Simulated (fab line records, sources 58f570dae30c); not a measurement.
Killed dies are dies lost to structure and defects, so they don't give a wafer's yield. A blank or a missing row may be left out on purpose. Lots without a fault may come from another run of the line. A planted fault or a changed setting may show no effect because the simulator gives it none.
Which tool did it? | flow berkeley_cmos170 | 14 lots, 42 wafers sampled, at 4 steps of a route of 331

WHAT THE GAUGES READ, wafer by wafer
UCB170_PFIELD_TW_MEAS_09.
lot  | measured    | on            | PFIELD_TW
L156 | day 5 00:41 | film_metro-01 | 593 595 592
L157 | day 5 20:01 | film_metro-01 | 592 592 589
L161 | day 6 04:14 | film_metro-03 | 602 600 602
L164 | day 6 11:53 | film_metro-04 | 601 610 606
L165 | day 6 12:04 | film_metro-03 | 604 601 603
L167 | day 7 09:38 | film_metro-01 | 592 592 591
L169 | day 7 10:28 | film_metro-03 | 605 603 607
L170 | day 7 16:38 | film_metro-03 | 606 607 604
L171 | day 7 16:19 | film_metro-01 | 592 591 596
L172 | day 8 11:36 | film_metro-03 | 602 601 603
L174 | day 8 12:37 | film_metro-03 | 601 602 601
L175 | day 8 13:04 | film_metro-03 | 602 602 603
L178 | day 9 04:51 | film_metro-04 | 606 609 608
L177 | day 9 05:10 | film_metro-01 | 591 595 596

UCB170_SCREENOX_THK_MEAS_02.
lot  | measured     | on            | SCREENOX_OXIDE_THK (nm)
L156 | day 6 01:13  | film_metro-03 | 15.53 15.31 15.55
L157 | day 6 23:12  | film_metro-01 | 15.49 15.68 15.89
L161 | day 7 07:20  | film_metro-03 | 15.01 14.93 15.03
L164 | day 7 16:11  | film_metro-03 | 15.03 14.97 14.87
L165 | day 7 16:11  | film_metro-01 | 15.13 15.32 14.99
L167 | day 8 09:23  | film_metro-01 | 15.29 15.40 15.31
L169 | day 8 09:23  | film_metro-02 | 15.20 15.22 15.10
L170 | day 8 23:00  | film_metro-03 | 23.83 23.77 23.47
L171 | day 8 22:59  | film_metro-01 | 23.26 23.13 23.29
L172 | day 9 12:10  | film_metro-03 | 15.35 15.13 15.37
L174 | day 9 12:15  | film_metro-03 | 15.64 15.64 15.47
L175 | day 9 12:11  | film_metro-01 | 15.40 15.13 15.35
L178 | day 10 02:50 | film_metro-03 | 15.59 15.43 15.36
L177 | day 10 02:44 | film_metro-03 | 15.53 15.44 15.29

WHICH TOOL RAN EACH LOT (tool, then ch and the chambers of the sampled wafers, then the start)
lot  | UCB170_NWELL_ETCH_13              | UCB170_SCREENOX_OXIDATION_01
L156 | rie_diel-02 ch 0,1,3, day 2 12:25 | furnace-01 ch 0, day 5 23:33
L157 | rie_diel-02 ch 1,2,3, day 2 22:22 | furnace-01 ch 0, day 6 21:28
L161 | rie_diel-04 ch 2,3, day 3 22:07   | furnace-02 ch 0, day 7 05:39
L164 | rie_diel-04 ch 0,3, day 4 09:28   | furnace-02 ch 0, day 7 14:31
L165 | rie_diel-01 ch 0,1,2, day 4 09:43 | furnace-02 ch 0, day 7 14:31
L167 | rie_diel-01 ch 0,2,3, day 4 21:17 | furnace-02 ch 0, day 8 07:42
L169 | rie_diel-04 ch 3, day 5 02:41     | furnace-02 ch 0, day 8 07:42
L170 | rie_diel-01 ch 1,2, day 5 13:20   | furnace-02 ch 0, day 8 21:19
L171 | rie_diel-02 ch 0,1,2, day 5 13:35 | furnace-02 ch 0, day 8 21:19
L172 | rie_diel-02 ch 0,2,3, day 5 22:57 | furnace-04 ch 0, day 9 10:30
L174 | rie_diel-02 ch 0,1,2, day 6 09:43 | furnace-04 ch 0, day 9 10:30
L175 | rie_diel-01 ch 0,2, day 6 09:50   | furnace-04 ch 0, day 9 10:30
L178 | rie_diel-01 ch 2,3, day 6 20:15   | furnace-04 ch 0, day 10 01:03
L177 | rie_diel-02 ch 0,1,3, day 6 20:25 | furnace-04 ch 0, day 10 01:03
- UCB170_NWELL_ETCH_13: etches Si3N4 in CH3F/Ar/O2, stops on SiO2, target depth 246.4 nm, time 154 s.
- UCB170_SCREENOX_OXIDATION_01: target thk 14.4 nm, ox time 2400 s.

WHAT THE TOOLS THEMSELVES READ (means of the sampled wafers that have a number; where no wafer has one, the mark that the record gives instead)
UCB170_NWELL_ETCH_13.
lot  | tool        | drypump_motor_current_A (A) | oes_product_au (a.u.) | throttle_valve_pct (%)
L156 | rie_diel-02 | 5.0                         | 0.945                 | 7.99
L157 | rie_diel-02 | 5.2                         | 0.945                 | 8.06
L161 | rie_diel-04 | 5.7                         | 0.936                 | 8.16
L164 | rie_diel-04 | 5.2                         | 0.952                 | 8.10
L165 | rie_diel-01 | 5.3                         | 0.933                 | 8.09
L167 | rie_diel-01 | 5.1                         | 0.933                 | 8.09
L169 | rie_diel-04 | 5.6                         | 0.937                 | 8.14
L170 | rie_diel-01 | 5.4                         | 0.940                 | 8.17
L171 | rie_diel-02 | 5.1                         | 0.950                 | 8.03
L172 | rie_diel-02 | 5.2                         | 0.954                 | 8.02
L174 | rie_diel-02 | 5.1                         | 0.950                 | 8.04
L175 | rie_diel-01 | 5.2                         | 0.946                 | 8.03
L178 | rie_diel-01 | 5.0                         | 0.928                 | 8.16
L177 | rie_diel-02 | 5.0                         | 0.954                 | 7.99

THE ANSWER, worked out from the rows above alone
Rule: what is usual is taken from the lots themselves. Put in order of their means at a reading, lots are off if they are a third of the lots or fewer, leave a main group of 4 or more, and stand apart from it by a gap of 3 or more times the standard deviation of the main group's means; of several such gaps the widest counts. A main group whose means are all the same, to the digits that the tables above print for the reading, isn't used. A lot without any number at a reading at which 4 lots or more have one is off too. The other lots that the step has rows for count as sound. The gauges are gone through in route order, then the tools' own readings, and for those a lot's mean is taken as printed above. The first step at which some lot is off is used, and at that step the reading that is off furthest; a lot without a number counts as furthest.
Off: L170, L171, at UCB170_SCREENOX_THK_MEAS_02 (SCREENOX_OXIDE_THK). The main group: mean 15.32 nm, standard deviation 0.21.
A tool fits if, at a process step before that reading, it ran every lot that is off, and no sound lot after the first of them. The gauges at UCB170_SCREENOX_THK_MEAS_02 are tried like those tools. One fits: furnace-02 at UCB170_SCREENOX_OXIDATION_01. Its last sound lot is L167 (day 8 07:42), its first lot that is off L170 (day 8 21:19): a fault that began between those two fits.

WHAT THE SIMULATOR HAD PUT IN
Process parameter drift: furnace-02, from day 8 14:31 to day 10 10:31, at UCB170_SCREENOX_OXIDATION_01. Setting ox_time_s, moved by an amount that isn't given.
Lots struck among those shown: L171, L170. The rule above found the same.
